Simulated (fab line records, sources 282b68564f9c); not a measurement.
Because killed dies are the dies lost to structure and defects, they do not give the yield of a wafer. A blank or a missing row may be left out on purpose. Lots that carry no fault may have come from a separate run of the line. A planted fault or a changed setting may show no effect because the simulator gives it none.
The tool behind it: which one? | flow rit_cmos | 14 lots, 42 wafers sampled, at 2 steps of a route of 202

== WHAT EACH GAUGE READ, for each wafer ==
RIT_SPACER_THK_MEAS_04.
lot  | measured    | on            | SPACER_NITRIDE_THK (nm)
L622 | day 3 04:25 | film_metro-01 | 248.5 248.0 247.4
L623 | day 3 11:04 | film_metro-02 | 245.0 246.7 246.9
L624 | day 3 14:23 | film_metro-01 | 247.9 247.5 247.6
L625 | day 3 21:03 | film_metro-04 | 248.1 249.6 249.6
L626 | day 4 03:05 | film_metro-04 | 250.9 248.4 248.1
L627 | day 4 04:15 | film_metro-02 | 249.0 250.0 250.1
L628 | day 4 06:37 | film_metro-04 | 253.8 251.1 250.6
L630 | day 4 16:21 | film_metro-01 | 401.3 400.6 399.0
L632 | day 5 07:34 | film_metro-04 | 400.6 400.7 400.6
L634 | day 5 11:38 | film_metro-04 | 396.9 395.9 397.8
L636 | day 6 02:19 | film_metro-02 | 250.1 249.2 248.8
L641 | day 7 16:04 | film_metro-04 | 253.7 253.5 253.5
L643 | day 7 22:11 | film_metro-02 | 249.9 246.8 248.1
L645 | day 8 08:26 | film_metro-04 | 249.7 251.5 250.2

== TOOL THAT RAN EACH LOT (tool first, then ch and the chambers of the sampled wafers, then the start) ==
lot  | RIT_SPACER_CVD_03
L622 | lpcvd-01 ch 1, day 3 02:30
L623 | lpcvd-01 ch 0, day 3 09:08
L624 | lpcvd-01 ch 1, day 3 12:28
L625 | lpcvd-02 ch 1, day 3 18:10
L626 | lpcvd-02 ch 1, day 4 01:10
L627 | lpcvd-01 ch 0, day 4 02:20
L628 | lpcvd-02 ch 0, day 4 04:41
L630 | lpcvd-01 ch 0, day 4 14:25
L632 | lpcvd-01 ch 0, day 5 05:38
L634 | lpcvd-01 ch 1, day 5 09:43
L636 | lpcvd-02 ch 0, day 6 00:23
L641 | lpcvd-02 ch 1, day 7 14:08
L643 | lpcvd-02 ch 0, day 7 20:16
L645 | lpcvd-02 ch 0, day 8 06:31
- RIT_SPACER_CVD_03: deposits Si3N4 from SiH2Cl2/NH3, target thk 250 nm, time 3300 s.

== WHAT THE TOOLS THEMSELVES READ (means of the sampled wafers that have a number; where no wafer has one, the mark that the record gives instead) ==
RIT_SPACER_CVD_03.
lot  | tool     | spike_tc_centre_C (C) | spike_tc_load_C (C) | spike_tc_source_C (C) | susceptor_temp_C (C)
L622 | lpcvd-01 | 812.3                 | 835.1               | 832                   | 809.9
L623 | lpcvd-01 | 813.0                 | 834.7               | 836                   | 810.1
L624 | lpcvd-01 | 813.1                 | 836.6               | 831                   | 810.4
L625 | lpcvd-02 | 812.3                 | 833.6               | 829                   | 810.3
L626 | lpcvd-02 | 812.0                 | 833.7               | 828                   | 809.9
L627 | lpcvd-01 | 813.9                 | 836.6               | 836                   | 810.1
L628 | lpcvd-02 | 811.2                 | 833.8               | 835                   | 810.5
L630 | lpcvd-01 | 840.2                 | 861.9               | 862                   | 836.6
L632 | lpcvd-01 | 839.5                 | 862.2               | 863                   | 836.9
L634 | lpcvd-01 | 838.5                 | 863.6               | 859                   | 836.6
L636 | lpcvd-02 | 811.5                 | 833.8               | 835                   | 810.3
L641 | lpcvd-02 | 812.6                 | 834.1               | 828                   | 810.0
L643 | lpcvd-02 | 811.7                 | 834.4               | 835                   | 809.6
L645 | lpcvd-02 | 811.9                 | 834.8               | 835                   | 810.5

== THE ANSWER, worked out from the rows above alone ==
Rule: the usual values come from the lots themselves. The widest of any qualifying gaps counts: lots, ordered by their means at a reading, are off when they make up no more than a third of the lots, leave a main group of 4 or more, and stand apart from it by 3 or more times the standard deviation of that group's means. A main group is skipped when, at the precision printed for the reading in the tables above, its means are all equal. Also off: a lot with no number at a reading for which 4 or more lots have one. Any other lot the step has rows for is counted as sound. Order of review: gauges by route order, followed by the tools' own readings, for which a lot's mean as printed above is used. At the first step where some lot is off, the reading lying furthest off is the one used; lots without a number count as furthest.
Off: L630, L632, L634, seen at RIT_SPACER_THK_MEAS_04 (SPACER_NITRIDE_THK). For the main group the mean is 249.4 nm and the standard deviation 1.9.
A tool fits if, at a process step before that reading, it ran every lot that is off, and no sound lot after the first of them. The gauges at RIT_SPACER_THK_MEAS_04 aren't tried: what is off there is off at RIT_SPACER_CVD_03 too, on other tools, and a gauge's error can't cause that. One fits: lpcvd-01 at RIT_SPACER_CVD_03. Its last sound lot is L627 (day 4 02:20), its first lot that is off L630 (day 4 14:25): a fault that began between those two fits.
The tool's own readings at RIT_SPACER_CVD_03 bear it out: on the lots that are off they differ by more than 5 times the standard deviation of the sound lots' means. spike_tc_centre_C reads 839.4 C there against 812.3 C on the sound lots; spike_tc_load_C reads 862.6 C there against 834.7 C on the sound lots; spike_tc_source_C reads 861 C there against 833 C on the sound lots; susceptor_temp_C reads 836.7 C there against 810.1 C on the sound lots.

== WHAT HAD BEEN PUT IN BY THE SIMULATOR ==
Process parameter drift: lpcvd-01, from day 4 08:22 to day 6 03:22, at RIT_SPACER_CVD_03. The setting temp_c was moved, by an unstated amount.
Lots struck among those shown: L630, L632, L634. The rule above found the same.
